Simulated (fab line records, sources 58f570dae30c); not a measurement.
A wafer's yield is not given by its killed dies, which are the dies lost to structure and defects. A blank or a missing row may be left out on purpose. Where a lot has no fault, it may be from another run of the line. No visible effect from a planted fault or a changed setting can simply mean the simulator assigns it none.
Which tool did it? + flow berkeleyCmos170 + 42 wafers from 14 lots sampled at 4 of the route's 331 steps

== WHAT THE GAUGES SHOWED, per wafer ==
UCB170_ACTIVE_THK_MEAS_06. Usual: ACTIVE_NITRIDE_THK typically reads 220.1 nm, with standard deviation 2.2.
| lot  | measured    | on           | ACTIVE_NITRIDE_THK (nm) | flag |
|------|-------------|--------------|-------------------------|------|
| L206 | day 5 00:44 | filmMetro-01 | 223.3 224.9 223.7       |      |
| L209 | day 5 05:08 | filmMetro-02 | 221.0 222.6 222.6       |      |
| L211 | day 5 16:12 | filmMetro-04 | 224.7 224.3 220.4       |      |
| L210 | day 5 16:16 | filmMetro-04 | 217.8 216.7 218.3       |      |
| L215 | day 6 02:36 | filmMetro-04 | 216.1 216.6 216.1       |      |
| L212 | day 6 02:37 | filmMetro-02 | 217.6 219.2 217.6       |      |
| L216 | day 6 21:42 | filmMetro-01 | 220.2 220.3 220.4       |      |
| L217 | day 6 21:43 | filmMetro-04 | 220.3 219.7 220.6       |      |
| L219 | day 7 11:10 | filmMetro-02 | 220.4 221.0 218.4       |      |
| L218 | day 7 11:11 | filmMetro-04 | 221.1 221.1 220.2       |      |
| L220 | day 7 17:57 | filmMetro-04 | 220.2 221.4 222.5       |      |
| L222 | day 8 10:20 | filmMetro-02 | 222.3 220.4 221.4       |      |
| L224 | day 8 21:51 | filmMetro-01 | 218.8 220.3 218.3       |      |
| L228 | day 9 06:15 | filmMetro-01 | 219.0 222.4 218.1       |      |

UCB170_V2_THK_MEAS_01. Usual: V2_TEOS_THK typically reads 1996 nm, with standard deviation 24.
| lot  | measured     | on           | V2_TEOS_THK (nm) | flag |
|------|--------------|--------------|------------------|------|
| L206 | day 9 09:02  | filmMetro-03 | 2006 2054 2041   |      |
| L209 | day 9 09:25  | filmMetro-02 | 2026 2014 2029   |      |
| L211 | day 9 09:40  | filmMetro-01 | 1974 1959 1993   |      |
| L210 | day 9 09:54  | filmMetro-01 | 1986 1963 2001   |      |
| L215 | day 10 05:40 | filmMetro-01 | 1995 1990 1977   |      |
| L212 | day 10 05:14 | filmMetro-02 | 2003 2009 2024   |      |
| L216 | day 11 00:52 | filmMetro-02 | 2014 2019 2003   |      |
| L217 | day 10 15:44 | filmMetro-01 | 1982 2002 2016   |      |
| L219 | day 11 09:07 | filmMetro-02 | 1997 2026 2006   |      |
| L218 | day 11 08:52 | filmMetro-01 | 1974 1984 2002   |      |
| L220 | day 11 10:02 | filmMetro-01 | 1956 1975 1991   |      |
| L222 | day 12 00:19 | filmMetro-02 | 2007 2028 2039   |      |
| L224 | day 12 14:17 | filmMetro-02 | 1725 1734 1735   | OFF  |
| L228 | day 12 21:53 | filmMetro-03 | 1695 1742 1720   | OFF  |

== WHICH TOOL RAN EACH LOT (tool, then ch and the chambers of the sampled wafers, then the start) ==
| lot  | UCB170_CONTACT_ETCH_17            | UCB170_V2_CVD_00                |
|------|-----------------------------------|---------------------------------|
| L206 | rieDiel-03 ch 0,2, day 8 16:21    | pecvd-01 ch 0,1, day 9 08:52    |
| L209 | rieDiel-01 ch 0,1,3, day 8 15:43  | pecvd-04 ch 0,2, day 9 09:14    |
| L211 | rieDiel-01 ch 0,3, day 8 19:42    | pecvd-02 ch 0,1, day 9 09:30    |
| L210 | rieDiel-03 ch 0,3, day 8 21:05    | pecvd-04 ch 0,2, day 9 09:45    |
| L215 | rieDiel-02 ch 0,1,3, day 9 18:11  | pecvd-04 ch 0,1,2, day 10 05:31 |
| L212 | rieDiel-03 ch 2,3, day 9 17:35    | pecvd-01 ch 1,2, day 10 05:04   |
| L216 | rieDiel-01 ch 1,2, day 10 12:12   | pecvd-01 ch 0,1,2, day 11 00:41 |
| L217 | rieDiel-02 ch 0,1,2, day 10 05:11 | pecvd-01 ch 1,2, day 10 15:34   |
| L219 | rieDiel-01 ch 0,1,3, day 10 22:22 | pecvd-01 ch 0,1,2, day 11 08:56 |
| L218 | rieDiel-01 ch 1,2,3, day 10 19:42 | pecvd-02 ch 0,1, day 11 08:42   |
| L220 | rieDiel-02 ch 0,2,3, day 10 22:39 | pecvd-01 ch 1,2, day 11 09:53   |
| L222 | rieDiel-02 ch 0,1,3, day 11 13:12 | pecvd-01 ch 0,2, day 12 00:05   |
| L224 | rieDiel-01 ch 2,3, day 12 01:40   | pecvd-01 ch 0,1,2, day 12 14:10 |
| L228 | rieDiel-03 ch 0,1,3, day 12 10:27 | pecvd-01 ch 0,2, day 12 21:43   |
- UCB170_CONTACT_ETCH_17: etches BARC in N2/H2.
- UCB170_V2_CVD_00: deposits SiO2 from TEOS/O2, target thk 2000 nm, time 250 s.

== WHAT THE TOOLS THEMSELVES READ (means of the sampled wafers that have a number; where no wafer has one, the mark that the record gives instead) ==
UCB170_CONTACT_ETCH_17. Usual: drypumpMotorCurrentA 5.9 A, standard deviation 0.5; oesProductAu 0.997 a.u., standard deviation 0.016; throttleValvePct 13.24 %, standard deviation 0.15.
| lot  | tool       | drypumpMotorCurrentA (A) | oesProductAu (a.u.) | throttleValvePct (%) | flag |
|------|------------|--------------------------|---------------------|----------------------|------|
| L206 | rieDiel-03 | 5.6                      | 1.000               | 13.13                |      |
| L209 | rieDiel-01 | 5.7                      | 0.997               | 13.36                |      |
| L211 | rieDiel-01 | 5.4                      | 0.978               | 13.43                |      |
| L210 | rieDiel-03 | 6.0                      | 0.999               | 13.26                |      |
| L215 | rieDiel-02 | 6.0                      | 0.991               | 13.28                |      |
| L212 | rieDiel-03 | 6.1                      | 1.002               | 13.20                |      |
| L216 | rieDiel-01 | 6.5                      | 0.991               | 13.05                |      |
| L217 | rieDiel-02 | 5.9                      | 0.994               | 13.24                |      |
| L219 | rieDiel-01 | 5.7                      | 0.998               | 13.37                |      |
| L218 | rieDiel-01 | 6.3                      | 1.008               | 13.19                |      |
| L220 | rieDiel-02 | 5.6                      | 0.997               | 13.30                |      |
| L222 | rieDiel-02 | 6.0                      | 0.992               | 13.28                |      |
| L224 | rieDiel-01 | 6.4                      | 1.016               | 13.22                |      |
| L228 | rieDiel-03 | 6.0                      | 1.006               | 13.21                |      |

UCB170_V2_CVD_00. Usual: heaterPowerW 248 W, standard deviation 45; rfFwdPowerW 548.3 W, standard deviation 1.7.
| lot  | tool     | heaterPowerW (W) | rfFwdPowerW (W) | flag |
|------|----------|------------------|-----------------|------|
| L206 | pecvd-01 | 233              | 549.2           |      |
| L209 | pecvd-04 | 247              | 549.0           |      |
| L211 | pecvd-02 | 288              | 548.3           |      |
| L210 | pecvd-04 | 273              | 548.4           |      |
| L215 | pecvd-04 | 301              | 549.0           |      |
| L212 | pecvd-01 | 220              | 548.6           |      |
| L216 | pecvd-01 | 242              | 548.2           |      |
| L217 | pecvd-01 | 247              | 547.0           |      |
| L219 | pecvd-01 | 227              | 548.9           |      |
| L218 | pecvd-02 | 257              | 546.6           |      |
| L220 | pecvd-01 | 220              | 547.7           |      |
| L222 | pecvd-01 | 230              | 546.6           |      |
| L224 | pecvd-01 | 325              | 329.5           | OFF  |
| L228 | pecvd-01 | 336              | 327.7           | OFF  |

== THE ANSWER, worked out from the rows above alone ==
Rule: take the mean of a lot's wafers that have a number; if it is more than 3 standard deviations from the usual mean, the lot is off. Also off: a lot with no number at a reading for which 4 or more lots have one. Any other lot the step has rows for is counted as sound. The gauges are gone through in route order, then the tools' own readings, and for those a lot's mean is taken as printed above. The first step at which some lot is off is used, and at that step the reading that is off furthest; a lot without a number counts as furthest.
Off: L224, L228, at UCB170_V2_THK_MEAS_01 (V2_TEOS_THK).
A tool fits if, at a process step before that reading, it ran every lot that is off, and no sound lot after the first of them. The gauges at UCB170_V2_THK_MEAS_01 aren't tried: what is off there is off at UCB170_V2_CVD_00 too, on other tools, and a gauge's error can't cause that. One candidate fits, namely pecvd-01 at UCB170_V2_CVD_00. Its last sound lot is L222 (day 12 00:05), its first lot that is off L224 (day 12 14:10): a fault that began between those two fits.
On the lots that are off, the tool's own readings at UCB170_V2_CVD_00 differ by more than 5 times the standard deviation of the sound lots' means, which bears it out; rfFwdPowerW reads 328.6 W there versus 548.1 W on the sound lots.

== WHAT HAD BEEN PUT IN BY THE SIMULATOR ==
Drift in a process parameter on pecvd-01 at UCB170_V2_CVD_00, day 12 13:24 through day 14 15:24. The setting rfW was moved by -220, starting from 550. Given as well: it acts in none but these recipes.
Shown lots that were struck: L224, L228. This agrees with what the rule above found.
